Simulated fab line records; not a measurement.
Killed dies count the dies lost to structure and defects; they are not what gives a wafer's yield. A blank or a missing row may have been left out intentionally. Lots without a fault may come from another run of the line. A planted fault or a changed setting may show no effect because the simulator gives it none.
fab line records	flow rit-cmos
record lots=6	wafers=18	last-day=7
route steps=202 shown ACTIVE@3 M1@202
lots that met no fault: taken from a fault-free run of the same line
start-h: the number of hours between the record's first day and the start of the first shown wafer of the lot	wait-h: hours since the lot's step before	" same as the row above	L1.1+2: one row covering several wafers at once	- value missing, or start not given	* or withheld: withheld	< > ~ a bound
route shown NAME@n: names a module that has steps shown in the file, with the first one's number in the route	usual: average and standard deviation across the fault-free wafers	same: alike in all rows	chamber/n: place in a boat	sites: readings site by site	_std_site: standard deviation of those values	_edge_site: mean of outer sites minus mean of inner sites	radius-mm: how far each site lies from the wafer's centre	mask NAME#n: copy n	behind: tool/chamber where the wafer was last shaped	hold: reason for holding the lot/hours on hold/outcome of the hold	device: names the non-switching transistor (n, p or np)	end of line: tests run on the same wafers once the route is complete	where a step has no rows: the recipe by itself	killed: not the wafer's yield, but the dies lost to structure and defects at the first sort	map: per-die view of a wafer (x killed, . not killed, _ where there is no die)
set.NAME: the run value of the setting; set.NAME@STEP: its run value at that earlier step	model.NAME: the simulator's own value behind a step, which no gauge read
lots at some steps of the route; a table a step, a row a wafer
services: the hour from which a tool's chamber was out of use, counted from the record's first day as start-h (under 0 if before that day), plus the number of hours and why
## steps
# step RIT_ACTIVE_THK_MEAS_02
# recipe reads=SiO2_of_ACTIVE_OXIDATION_01
# usual ACTIVE_OXIDE_THK=47.0/0.8
lot.wafer	tool	chamber	start-h	wait-h	ACTIVE_OXIDE_THK[nm]
L392.1	film-metro-01	-	17.45	0.0	45.9
L392.4	"	-	"	"	46.2
L392.5	"	-	"	"	46.9
L397.1	film-metro-02	-	43.81	0.0	47.9
L397.3	"	-	"	"	47.1
L397.4	"	-	"	"	47.2
L398.4	film-metro-02	-	50.96	0.0	46.5
L398.5	"	-	"	"	47.4
L398.6	"	-	"	"	46.2
L404.1	film-metro-01	-	79.71	0.0	47.4
L404.4	"	-	"	"	47.8
L404.6	"	-	"	"	47.6
L408.1	film-metro-03	-	97.05	0.0	46.6
L408.3	"	-	"	"	46.4
L408.5	"	-	"	"	47.5
L414.1	film-metro-03	-	127.28	0.0	46.6
L414.4	"	-	"	"	47.4
L414.5	"	-	"	"	47.0
# step RIT_ACTIVE_CVD_03
# recipe material=Si3N4	target-thk-nm=150	temp-c=810	precursor=SiH2Cl2/NH3	time-s=1500	pressure-mtorr=300	sih2cl2-flow-sccm=60	nh3-flow-sccm=150
# step RIT_ACTIVE_THK_MEAS_04
# recipe reads=Si3N4_of_ACTIVE_CVD_03
# usual ACTIVE_NITRIDE_THK=150.1/1.6
lot.wafer	tool	chamber	start-h	wait-h	ACTIVE_NITRIDE_THK[nm]
L392.1	film-metro-03	-	18.93	0.0	153.3
L392.4	"	-	"	"	153.0
L392.5	"	-	"	"	153.5
L397.1	film-metro-01	-	45.86	0.0	149.6
L397.3	"	-	"	"	149.0
L397.4	"	-	"	"	150.3
L398.4	film-metro-03	-	53.14	0.0	150.2
L398.5	"	-	"	"	150.2
L398.6	"	-	"	"	151.4
L404.1	film-metro-02	-	81.19	0.0	149.2
L404.4	"	-	"	"	148.0
L404.6	"	-	"	"	149.4
L408.1	film-metro-01	-	98.53	0.0	149.2
L408.3	"	-	"	"	148.7
L408.5	"	-	"	"	149.6
L414.1	film-metro-01	-	130.52	0.0	148.3
L414.4	"	-	"	"	149.2
L414.5	"	-	"	"	148.7
# step RIT_ACTIVE_HMDS_05
# recipe prime-time-s=60	prime-temp-c=140
# step RIT_ACTIVE_COAT_06
# recipe resist=NOVOLAK	spin-rpm=3250	resist-thk-nm=1000
# step RIT_ACTIVE_SOFTBAKE_07
# recipe resist=NOVOLAK	temp-c=90	time-s=60
# step RIT_ACTIVE_EXPOSE_08
# recipe mask-id=M1	na=0.6	source-shape=conventional	sigma-outer=0.6	target-cd-nm=1400	dose-mj=225
# step RIT_ACTIVE_PEB_09
# recipe resist=NOVOLAK	temp-c=withheld	time-s=withheld
# step RIT_ACTIVE_DEVELOP_10
# recipe resist=NOVOLAK	develop-time-s=50	dev-temp-c=23
# step RIT_ACTIVE_CD_MEAS_11
# recipe target-cd-nm=1400
# usual cd-nm=1400.0/2.1
lot.wafer	tool	chamber	start-h	wait-h	cd-nm
L392.1	cd-sem-02	-	20.10	-	1399.3
L392.4	"	-	"	"	1400.9
L392.5	"	-	"	"	1400.0
L397.1	cd-sem-01	-	46.77	-	1399.9
L397.3	"	-	"	"	1400.8
L397.4	"	-	"	"	1400.4
L398.4	cd-sem-01	-	54.39	-	1403.6
L398.5	"	-	"	"	1401.6
L398.6	"	-	"	"	1402.4
L404.1	cd-sem-02	-	82.25	-	1397.6
L404.4	"	-	"	"	1399.9
L404.6	"	-	"	"	1397.5
L408.1	cd-sem-01	-	99.56	-	1402.5
L408.3	"	-	"	"	1401.6
L408.5	"	-	"	"	1401.0
L414.1	cd-sem-01	-	131.43	-	1396.7
L414.4	"	-	"	"	1397.8
L414.5	"	-	"	"	1396.7
# step RIT_ACTIVE_HARDBAKE_12
# recipe resist=NOVOLAK	temp-c=140	time-s=60
# step RIT_ACTIVE_ETCH_13
# recipe stop-on=SiO2	chemistry=SF6	target=Si3N4	time-s=210	over-etch-frac=0.4	SF6_flow_sccm=200	pressure-mtorr=260	rf-w=125	target-depth-a=2100
# usual drypump-motor-current-A=5.8/0.42	oes-product-au=0.830/0.014	rf-fwd-power-W=124.5/0.42	throttle-valve-pct=7.45/0.1
lot.wafer	tool	chamber	start-h	wait-h	drypump-motor-current-A	oes-product-au	rf-fwd-power-W	rf-hours-counter-h	throttle-valve-pct
L392.1	rie-diel-02	2	20.37	0.1	6.3	0.853	125.0	105	7.32
L392.4	"	3	"	"	6.1	0.841	123.7	50	7.48
L392.5	"	0	"	"	6.1	0.867	124.5	-	7.57
L397.1	rie-diel-02	1	47.14	0.1	5.8	0.817	124.2	112	7.42
L397.3	"	2	"	"	6.3	0.831	124.5	106	7.31
L397.4	"	3	"	"	6.1	0.829	123.6	51	7.49
L398.4	rie-diel-02	2	54.60	0.1	6.3	0.839	124.4	106	7.33
L398.5	"	0	"	"	6.1	0.852	124.3	-	7.57
L398.6	"	1	"	"	5.9	0.821	124.9	-	7.43
L404.1	rie-diel-02	2	82.52	0.1	6.3	0.836	125.2	106	7.33
L404.4	"	0	"	"	6.1	0.843	124.8	68	7.57
L404.6	"	1	"	"	5.9	0.809	125.2	-	7.44
L408.1	rie-diel-03	2	99.83	0.1	5.7	0.822	124.3	3	7.52
L408.3	"	1	"	"	5.5	0.822	124.9	115	7.48
L408.5	"	1	"	"	5.6	0.829	124.4	-	7.47
L414.1	rie-diel-02	1	131.70	0.1	5.9	0.813	124.2	114	7.44
L414.4	"	2	"	"	6.3	0.837	124.5	107	7.32
L414.5	"	2	"	"	6.3	0.841	124.8	-	7.32
# step RIT_ACTIVE_STRIP_14
# recipe chemistry=O2	time-s=180	resist=NOVOLAK	platen-temp-c=withheld	power-w=500	pressure-mtorr=4000	o2-flow-sccm=4000
# usual chamber-pressure-mTorr=4000/4	drypump-motor-current-A=5.77/0.23	o2-flow-sccm=3998/12
lot.wafer	tool	chamber	start-h	wait-h	chamber-pressure-mTorr	drypump-motor-current-A	o2-flow-sccm	rf-hours-counter-h	model.NOVOLAK_of_ACTIVE_COAT_06.thk-nm
L392.1	plasma-asher-02	0	20.50	0.1	4000	5.77	4006	24	0
L392.4	"	0	"	"	3992	5.80	4000	-	0
L392.5	"	1	"	"	3999	6.01	3999	-	0
L397.1	plasma-asher-01	0	47.27	0.1	-	-	-	-	658.7
L397.3	"	1	"	"	-	-	-	-	651.7
L397.4	"	0	"	"	-	-	-	-	658.3
L398.4	plasma-asher-03	1	54.79	0.1	-	-	-	-	656.6
L398.5	"	0	"	"	-	-	-	-	650.3
L398.6	"	1	"	"	-	-	-	-	657.3
L404.1	plasma-asher-01	0	82.66	0.1	4005	5.74	3998	41	0
L404.4	"	0	"	"	3996	5.75	4010	-	0
L404.6	"	0	"	"	4000	5.74	4003	-	0
L408.1	plasma-asher-03	0	99.97	0.1	3996	5.40	4005	46	0
L408.3	"	0	"	"	4004	5.39	4020	-	0
L408.5	"	0	"	"	4007	5.43	3995	-	0
L414.1	plasma-asher-03	0	131.84	0.1	3995	5.41	3985	2	0
L414.4	"	0	"	"	4000	5.38	3979	-	0
L414.5	"	0	"	"	3998	5.42	3984	-	0
# step RIT_ACTIVE_CD_MEAS_90
# recipe target-cd-nm=1400
# usual cd-nm=1400.0/2.2
lot.wafer	tool	chamber	start-h	wait-h	cd-nm
L392.1	cd-sem-02	-	20.68	0.1	1399.5
L392.4	"	-	"	"	1400.8
L392.5	"	-	"	"	1399.5
L397.1	cd-sem-01	-	47.45	0.1	1400.5
L397.3	"	-	"	"	1400.5
L397.4	"	-	"	"	1400.7
L398.4	cd-sem-02	-	54.97	0.1	1403.4
L398.5	"	-	"	"	1401.9
L398.6	"	-	"	"	1402.5
L404.1	cd-sem-01	-	82.83	0.1	1397.6
L404.4	"	-	"	"	1399.7
L404.6	"	-	"	"	1397.7
L408.1	cd-sem-01	-	100.14	0.1	1402.4
L408.3	"	-	"	"	1401.6
L408.5	"	-	"	"	1401.0
L414.1	cd-sem-01	-	132.01	0.1	1396.7
L414.4	"	-	"	"	1397.8
L414.5	"	-	"	"	1396.3
# step RIT_M1_PROBE_99
# usual killed-at-contacts=0.1/0.37	killed-at-front-end=6.9/2.9	killed-dies=7.1/2.9	killed-on-rim=1.9/1.4	killed-open=3.3/1.8	killed-short=3.6/2.2
# same gross-dies=264	killed_at_M0_to_M3=0	killed_at_M4_up=0	killed-at-back-side=0	killed-at-other=0
lot.wafer	tool	chamber	start-h	wait-h	killed-at-contacts	killed-at-front-end	killed-dies	killed-on-rim	killed-open	killed-short
L392.1	prober-02	-	71.69	0.1	0	4	4	1	3	1
L392.4	prober-02	-	71.84	0.2	0	7	7	6	4	3
L392.5	prober-02	-	71.89	0.2	0	6	6	2	4	2
L397.1	prober-01	-	101.40	0.1	1	263	264	70	2	4
L397.3	prober-01	-	101.50	0.2	0	264	264	70	8	1
L397.4	prober-01	-	101.55	0.2	0	264	264	70	4	3
L398.4	prober-02	-	104.91	0.2	1	263	264	70	2	10
L398.5	prober-02	-	104.96	0.2	0	264	264	70	7	2
L398.6	prober-02	-	105.01	0.2	1	263	264	70	6	3
L404.1	prober-02	-	131.97	0.1	0	9	9	1	5	4
L404.4	prober-02	-	132.12	0.2	0	9	9	2	6	3
L404.6	prober-02	-	132.22	0.2	0	10	10	4	4	6
L408.1	prober-02	-	145.51	0.1	0	4	4	1	2	2
L408.3	prober-02	-	145.61	0.2	0	4	4	0	2	2
L408.5	prober-02	-	145.71	0.2	0	5	5	1	2	2
L414.1	prober-02	-	179.76	0.1	0	9	9	4	7	2
L414.4	prober-02	-	179.91	0.2	0	5	5	1	4	1
L414.5	prober-02	-	179.96	0.2	0	9	9	4	3	6
# killed by level:class
L392.1 FOX1:geometric-particle:open=2 SPACER:geometric-particle:open=1 SILICIDE:geometric-particle:short=1
L392.4 FOX1:geometric-particle:open=2 GATE:geometric-particle:short=2 FOX2:geometric-particle:short=1 FOX2:geometric-particle:open=1 GATE:geometric-particle:open=1
L392.5 GATE:geometric-particle:open=3 GATE:geometric-particle:short=1 SILICIDE:geometric-particle:open=1 SILICIDE:geometric-particle:short=1
L397.1 FOX1:area-oxidation=257 FOX1:geometric-particle:short=2 FOX1:geometric-particle:open=1 GATE:geometric-particle:open=1 SPACER:geometric-particle:short=1 CONTACT:geometric-particle:short=1 PRETRO:coat-microbubble-printed=1
L397.3 FOX1:area-oxidation=255 GATE:geometric-particle:open=4 SPACER:geometric-particle:open=2 FOX1:geometric-particle:open=1 FOX2:geometric-particle:short=1 FOX2:geometric-particle:open=1
L397.4 FOX1:area-oxidation=257 GATE:geometric-particle:open=3 GATE:geometric-particle:short=2 REOX:geometric-particle:open=1 SILICIDE:geometric-particle:short=1
L398.4 FOX1:area-oxidation=252 GATE:geometric-particle:short=3 FOX1:geometric-particle:short=2 SPACER:geometric-particle:short=2 FOX1:geometric-particle:open=1 FOX2:geometric-particle:short=1 FOX2:geometric-particle:open=1 SILICIDE:geometric-particle:short=1
L398.5 FOX1:area-oxidation=255 SPACER:geometric-particle:open=3 GATE:geometric-particle:open=2 SILICIDE:geometric-particle:open=2 REOX:geometric-particle:short=1 SILICIDE:geometric-particle:short=1
L398.6 FOX1:area-oxidation=255 FOX2:geometric-particle:open=2 FOX1:geometric-particle:open=1 GATE:geometric-particle:open=1 REOX:geometric-particle:open=1 SPACER:geometric-particle:short=1 SILICIDE:geometric-particle:open=1 SILICIDE:geometric-particle:short=1
L404.1 SPACER:geometric-particle:open=3 FOX1:geometric-particle:short=2 FOX1:geometric-particle:open=1 GATE:geometric-particle:open=1 GATE:geometric-particle:short=1 SPACER:geometric-particle:short=1
L404.4 GATE:geometric-particle:open=2 SILICIDE:geometric-particle:open=2 FOX1:geometric-particle:open=1 GATE:geometric-particle:short=1 SPACER:geometric-particle:open=1 SPACER:geometric-particle:short=1 SILICIDE:geometric-particle:short=1
L404.6 FOX1:geometric-particle:open=3 GATE:geometric-particle:short=2 SPACER:geometric-particle:short=2 FOX1:geometric-particle:short=1 SPACER:geometric-particle:open=1 SILICIDE:geometric-particle:short=1
L408.1 ACTIVE:geometric-particle:open=1 FOX1:geometric-particle:short=1 GATE:geometric-particle:open=1 GATE:geometric-particle:short=1
L408.3 GATE:geometric-particle:short=2 FOX1:geometric-particle:open=1 REOX:geometric-particle:open=1
L408.5 GATE:geometric-particle:short=2 GATE:geometric-particle:open=1 REOX:geometric-particle:open=1 PWELL:coat-microbubble-printed=1
L414.1 FOX1:geometric-particle:open=2 GATE:geometric-particle:open=2 REOX:geometric-particle:open=2 FOX1:geometric-particle:short=1 FOX2:geometric-particle:open=1 SPACER:geometric-particle:short=1
L414.4 GATE:geometric-particle:open=4 GATE:geometric-particle:short=1
L414.5 GATE:geometric-particle:short=4 REOX:geometric-particle:short=2 REOX:geometric-particle:open=2 GATE:geometric-particle:open=1
# map L397.1 (x killed, . not)
________xxxxxxx_______
_____xxxxxxxxxxxxx____
____xxxxxxxxxxxxxxx___
___xxxxxxxxxxxxxxxxx__
__xxxxxxxxxxxxxxxxxxx_
__xxxxxxxxxxxxxxxxxxx_
_xxxxxxxxxxxxxxxxxxxxx
_xxxxxxxxxxxxxxxxxxxxx
_xxxxxxxxxxxxxxxxxxxxx
_xxxxxxxxxxxxxxxxxxxxx
__xxxxxxxxxxxxxxxxxxx_
__xxxxxxxxxxxxxxxxxxx_
___xxxxxxxxxxxxxxxxx__
____xxxxxxxxxxxxxxx___
_____xxxxxxxxxxxxx____
________xxxxxxx_______
# map L398.4 (x killed, . not)
________xxxxxxx_______
_____xxxxxxxxxxxxx____
____xxxxxxxxxxxxxxx___
___xxxxxxxxxxxxxxxxx__
__xxxxxxxxxxxxxxxxxxx_
__xxxxxxxxxxxxxxxxxxx_
_xxxxxxxxxxxxxxxxxxxxx
_xxxxxxxxxxxxxxxxxxxxx
_xxxxxxxxxxxxxxxxxxxxx
_xxxxxxxxxxxxxxxxxxxxx
__xxxxxxxxxxxxxxxxxxx_
__xxxxxxxxxxxxxxxxxxx_
___xxxxxxxxxxxxxxxxx__
____xxxxxxxxxxxxxxx___
_____xxxxxxxxxxxxx____
________xxxxxxx_______
## services
tool	chamber	start-h	hours	kind
rie-diel-02	-	26.79	1.1	repair
plasma-asher-01	-	31.07	15.6	pm
plasma-asher-02	-	58.08	9.8	repair
plasma-asher-02	-	67.84	9.9	pm
rie-diel-02	2	71.91	6.0	repair
rie-diel-03	0	101.25	13.4	repair
plasma-asher-03	-	108.75	9.0	pm
plasma-asher-03	0	108.75	9.0	vent-cycle
plasma-asher-03	1	108.75	9.0	vent-cycle
plasma-asher-03	0	117.75	-	clean
plasma-asher-03	1	117.75	-	clean
rie-diel-02	2	119.83	2.5	repair
## key
first-sign step=RIT_ACTIVE_STRIP_14	reading=tool-record	direction=missing
effect step=RIT_M1_PROBE_99	reading=killed-at-front-end	direction=up	sigmas=90	usual=6.9	struck=263.5
model-effect step=RIT_ACTIVE_STRIP_14	value=NOVOLAK_of_ACTIVE_COAT_06.thk-nm	without=0	struck=655.5
more-kills-born-at RIT_FOX1_OXIDATION_00@furnace-03=769	RIT_FOX1_OXIDATION_00@furnace-01=762
met-at RIT_ACTIVE_STRIP_14
struck-wafers L397.1,L397.3,L397.4,L398.4,L398.5,L398.6
later-rows-left-out L397.1,L397.3,L397.4,L398.4,L398.5,L398.6
tester-left-out L397,L398
fault kind=skipped-step-whole	tool=plasma-asher-01,plasma-asher-03	chamber=-	onset-h=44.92	steps=RIT_ACTIVE_STRIP_14	scope=struck-lots-only
# tester-left-out: of these lots the tester's yield and bins aren't shown, on N5 and GAA mostly nor the transistor test; their killed dies are dies lost to structure and defects alone, not to doping, threshold or leakage, so they don't give the yield
# later-rows-left-out: the simulator's readings of these wafers behind a module that went badly wrong aren't trusted and aren't shown, but for the sort
